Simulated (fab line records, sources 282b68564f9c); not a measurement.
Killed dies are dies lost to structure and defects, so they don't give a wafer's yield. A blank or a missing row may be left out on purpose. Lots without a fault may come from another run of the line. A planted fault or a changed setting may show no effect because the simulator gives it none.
Split-lot experiment | flow rit_cmos | 5 lots, 23 wafers read, on a route of 202 steps

THE SPLIT
At RIT_GATE_COAT_11 (resist thk 850 nm), the setting spin_rpm was moved away from the recipe's 4250 rpm on 6 of the 23 wafers read, by +3.3% to +3.8%. The other wafers ran this setting at the recipe's value.

FROM THE SPLIT TO THE READING: what the file shows between them, 3 steps
- RIT_GATE_SOFTBAKE_12: time 60 s
- RIT_GATE_EXPOSE_13: exposes mask M6, target cd 150 nm
- RIT_GATE_HARDBAKE_18: time 60 s

THE READING
NOVOLAK_of_GATE_COAT_11.thk_nm (the simulator's own value, which no gauge read), in nm, at RIT_GATE_ETCH_19 (etches poly-Si in SF6/CHF3/O2, stops on SiO2, time 165 s, target depth 312.5 nm). The file gives no usual value for it. The 17 wafers here that ran the recipe average 670.6 nm, standard deviation 5.1 nm.

wafer  | tool, chamber at the split | spin_rpm as run, rpm | against the recipe | NOVOLAK_of_GATE_COAT_11.thk_nm, nm | against lot-mates on the recipe
L074.2 | litho_track-03, 0          | 4250                 | recipe             | 673.4                              | -
L074.3 | litho_track-03, 0          | 4250                 | recipe             | 674.8                              | -
L074.4 | litho_track-03, 0          | 4250                 | recipe             | 669.9                              | -
L076.2 | litho_track-01, 0          | 4250                 | recipe             | 679.8                              | -
L076.3 | litho_track-01, 0          | 4389                 | +3.3%              | 663.7                              | -13.3
L076.4 | litho_track-01, 0          | 4389                 | +3.3%              | 662.4                              | -14.6
L076.5 | litho_track-01, 0          | 4389                 | +3.3%              | 663.4                              | -13.6
L076.6 | litho_track-01, 0          | 4250                 | recipe             | 674.3                              | -
L077.2 | litho_track-04, 0          | 4250                 | recipe             | 677.1                              | -
L077.3 | litho_track-04, 0          | 4250                 | recipe             | 668.8                              | -
L077.4 | litho_track-04, 0          | 4250                 | recipe             | 677.4                              | -
L077.5 | litho_track-04, 0          | 4250                 | recipe             | 671.3                              | -
L077.6 | litho_track-04, 0          | 4250                 | recipe             | 675                                | -
L080.1 | litho_track-01, 0          | 4250                 | recipe             | 663.3                              | -
L080.3 | litho_track-01, 0          | 4412                 | +3.8%              | 655.8                              | -10.5
L080.4 | litho_track-01, 0          | 4412                 | +3.8%              | 656.5                              | -9.8
L080.5 | litho_track-01, 0          | 4250                 | recipe             | 669.2                              | -
L080.6 | litho_track-01, 0          | 4412                 | +3.8%              | 655                                | -11.2
L084.1 | litho_track-04, 0          | 4250                 | recipe             | 665.2                              | -
L084.2 | litho_track-04, 0          | 4250                 | recipe             | 664.3                              | -
L084.3 | litho_track-04, 0          | 4250                 | recipe             | 664                                | -
L084.4 | litho_track-04, 0          | 4250                 | recipe             | 665.8                              | -
L084.5 | litho_track-04, 0          | 4250                 | recipe             | 666.5                              | -

THE FIT
A straight line over all 23 wafers: NOVOLAK_of_GATE_COAT_11.thk_nm changes by -3.22 nm for each +1% of spin_rpm; r = -0.74; the points scatter about the line by 4.8 nm.
The same after taking each lot's own level away (the mean of its wafers on the recipe; 23 wafers): -3.36 nm for each +1%; r = -0.90; scatter 2.7 nm.
On that fit, the largest move of spin_rpm shifts the reading by 13 nm.
The lots' own levels span 665.16 to 677.05 nm, that is 2.3 times the standard deviation above.
So the lot-to-lot level blurs the effect unless lot-mates are compared.
Check: with one of the wafers moved furthest among these (+3.8%) left out of the fit, the line predicts -13.5 nm for it against its lot-mates. It came out at -10.5 nm against them.

OTHER SPLITS ON THESE WAFERS
These wafers also went through other splits before the reading. Each is held against what the fit with the lots' levels taken away leaves over:
other split on the same wafers       | wafers away from the commonest value | r with NOVOLAK_of_GATE_COAT_11.thk_nm (lot level and that fit taken away)
RIT_ACTIVE_CVD_03 sih2cl2_flow_sccm  | 15                                   | -0.21
RIT_NWELL_HARDBAKE_07 temp_c         | 7                                    | +0.08
RIT_PWELL_SOFTBAKE_02 temp_c         | 9                                    | -0.26
RIT_PWELL_IMPLANT_08 dose_cm2        | 10                                   | -0.14
RIT_NRETRO_COAT_01 spin_rpm          | 8                                    | +0.23
RIT_NRETRO_DEVELOP_05 develop_time_s | 6                                    | -0.24

THE WHOLE CHAIN: every reading that the file lists as answering this split, in the file's order
step                 | what it does                                                                    | reading                                                                         | change (the file's fit)              | r (the file's)
RIT_GATE_COAT_11     | resist thk 850 nm                                                               | NOVOLAK_of_GATE_COAT_11.thk_nm (the simulator's own value, which no gauge read) | -3.73 nm for each +1% of the setting | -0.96
RIT_GATE_HARDBAKE_18 | time 60 s                                                                       | NOVOLAK_of_GATE_COAT_11.thk_nm (the simulator's own value, which no gauge read) | -3.26 nm for each +1% of the setting | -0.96
RIT_GATE_ETCH_19     | etches poly-Si in SF6/CHF3/O2, stops on SiO2, time 165 s, target depth 312.5 nm | NOVOLAK_of_GATE_COAT_11.thk_nm (the simulator's own value, which no gauge read) | -3.38 nm for each +1% of the setting | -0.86

THE FILE'S OWN FIT
NOVOLAK_of_GATE_COAT_11.thk_nm changes by -3.38 nm for each +1% of spin_rpm, r = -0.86.
